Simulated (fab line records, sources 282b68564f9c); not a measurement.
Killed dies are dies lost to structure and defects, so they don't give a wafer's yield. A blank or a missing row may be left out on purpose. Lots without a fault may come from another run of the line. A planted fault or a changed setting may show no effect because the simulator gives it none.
A struck lot beside a sound one | flow rit_cmos | 30 steps out of a route of 202
Sound: wafers L672.2, L672.3, L672.6. Struck: wafers L684.3, L684.5, L684.6. The cause comes at the end.
At each step with rows: each side's tool, then ch and its chambers, then its first start. Under that, the readings that differ: sound wafers | struck wafers | difference of the means | sigmas: that difference in standard deviations of wafers without a fault.
alike: readings whose means differ by less than 2 such deviations, and words and numbers that are the same on both sides. not compared: withheld readings, readings that some wafer has no value for, bounds like >300 that may hide the same value, and numbers for which the record gives no deviation and whose values overlap.
The two part at a step that has a row with sigmas, a row that says differs or no value, or rows on one side only. Numbers that don't overlap but have no deviation are shown without sigmas and don't part them. A reading that every wafer of one side lacks parts them only if that side has two wafers or more.

RIT_FOX2_THK_MEAS_01:
  sound on film_metro-02, day 2 00:19; struck on film_metro-03, day 4 12:56
  alike: FOX2_OXIDE_THK
then, 2 steps without rows for these wafers: RIT_FOX2_CLEAN_02 (cleans in dHF, time 180 s); RIT_FOX2_WET_ETCH_03 (etches Si3N4 in H3PO4, target depth 195 nm, time 2700 s).
RIT_FOX2_THK_MEAS_90:
  sound on film_metro-03, day 2 01:11; struck on film_metro-02, day 4 13:49
  alike: FIELD_OXIDE_LEFT_1_THK
then, 6 steps without rows for these wafers: RIT_NWELL_HMDS_00 (prime time 58.51 s); RIT_NWELL_COAT_01 (resist thk 1300 nm); RIT_NWELL_SOFTBAKE_02 (time 60 s); RIT_NWELL_EXPOSE_03 (exposes mask M2, target cd 43900 nm); RIT_NWELL_PEB_04; RIT_NWELL_DEVELOP_05 (develop time 68 s).
RIT_NWELL_OVL_MEAS_06:
  sound on overlay-02, day 2 02:15; struck on overlay-02, day 4 14:45
  reading        | sound       | struck         | difference | sigmas
  NWELL_OVL (nm) | 0.2 0.0 0.2 | -4.1 -2.2 -2.4 | -3.0       | -2
then, 1 step without rows for these wafers: RIT_NWELL_HARDBAKE_07 (time 120 s).
RIT_NWELL_IMPLANT_08:
  sound on implanter-02 ch 0, day 2 02:34; struck on implanter-03 ch 0, day 4 15:04
  reading            | sound                     | struck                        | difference | sigmas
  dose_ions_cm2      | 5e+13 4.996e+13 5.002e+13 | 4.147e+13 4.144e+13 4.147e+13 | -8.533e+12 | -99 or more
  faraday_current_uA | 160 160 158               | 128 137 134                   | -26        | -8
RIT_NWELL_STRIP_09: strips in O2, time 180 s.
  sound on plasma_asher-01 ch 0,1, day 2 02:41; struck on plasma_asher-04 ch 0,1, day 4 15:14
  alike: drypump_motor_current_A
  not compared: rf_hours_counter_h
RIT_NWELL_TW_MEAS_10:
  sound on film_metro-03, day 2 02:52; struck on film_metro-02, day 4 15:22
  reading  | sound          | struck         | difference | sigmas
  NWELL_TW | 2141 2145 2145 | 2011 2014 2018 | -129       | -5
then, 6 steps without rows for these wafers: RIT_PWELL_HMDS_00 (prime time 60 s); RIT_PWELL_COAT_01 (resist thk 1300 nm); RIT_PWELL_SOFTBAKE_02 (time 60 s); RIT_PWELL_EXPOSE_03 (exposes mask M3, target cd 43700 nm); RIT_PWELL_PEB_04; RIT_PWELL_DEVELOP_05 (develop time 68 s).
RIT_PWELL_OVL_MEAS_06:
  sound on overlay-02, day 2 03:49; struck on overlay-02, day 4 16:25
  alike: PWELL_OVL
then, 2 steps without rows for these wafers: RIT_PWELL_HARDBAKE_07 (time 120 s); RIT_PWELL_IMPLANT_08.
RIT_PWELL_STRIP_09: strips in O2, time 180 s.
  sound on plasma_asher-01 ch 0,1, day 2 04:14; struck on plasma_asher-02 ch 0,1, day 4 16:54
  alike: drypump_motor_current_A
  not compared: rf_hours_counter_h
RIT_PWELL_TW_MEAS_10:
  sound on film_metro-04, day 2 04:25; struck on film_metro-04, day 4 17:02
  alike: PWELL_TW
then, 1 step without rows for these wafers: RIT_WELLDRIVE_ANNEAL_00 (time 14700 s).
RIT_WELLDRIVE_RS_MEAS_01: measures by four-point-probe.
  sound on film_metro-03, day 2 09:35; struck on film_metro-04, day 4 22:12
  reading           | sound             | struck            | difference | sigmas
  NWELL_RS (ohm/sq) | 275.6 276.0 275.3 | 309.5 311.0 310.5 | +34.7      | +43
RIT_WELLDRIVE_RS_MEAS_02: measures by four-point-probe.
  sound on film_metro-03, day 2 09:42; struck on film_metro-04, day 4 22:19
  alike: PWELL_RS
RIT_M1_PROBE_99:
  sound on prober-01, day 3 16:07; struck on prober-01, day 6 06:56
  reading                                 | sound                | struck               | difference | sigmas
  killed_at_contacts                      | 1 0 1                | 0 0 0                | -1         | -2
  model.etest.pmos_0p3.r_on_ohm_um        | 6257 6379 6434       | 6079 6159 6115       | -239       |
  model.etest.nwell_pinched.rs_ohm_sq     | 341.4 342.1 341.7    | 387.7 383.4 382.5    | +42.8      |
  model.etest.well_edge_right.line_ohm_um | 184 183 183.9        | 210.1 208.8 211.2    | +26.4      |
  model.etest.well_edge_left.line_ohm_um  | 182.3 185.1 180      | 206.3 209.1 209      | +25.7      |
  model.etest.pmos_0p3.drive_ua_um        | 101.4 98.33 96.67    | 108.9 106.2 109.3    | +9.3       |
  model.etest.field_p_metal.vt_v (V)      | -29.14 -29.57 -29.7  | -26.17 -26.93 -26.88 | +2.81      |
  model.etest.iso_nwell_nwell.bv_v (V)    | 22.2 22.03 22.04     | 23.15 23.16 23.21    | +1.08      |
  model.etest.field_p.vt_v (V)            | -12.66 -12.55 -12.58 | -11.19 -11.09 -11.21 | +1.43      |
  alike: killed_at_front_end, killed_dies, killed_open, killed_short

WHERE THEY PART
First at RIT_NWELL_OVL_MEAS_06; last, within this record, at RIT_M1_PROBE_99.

WHY: what the simulator had put in
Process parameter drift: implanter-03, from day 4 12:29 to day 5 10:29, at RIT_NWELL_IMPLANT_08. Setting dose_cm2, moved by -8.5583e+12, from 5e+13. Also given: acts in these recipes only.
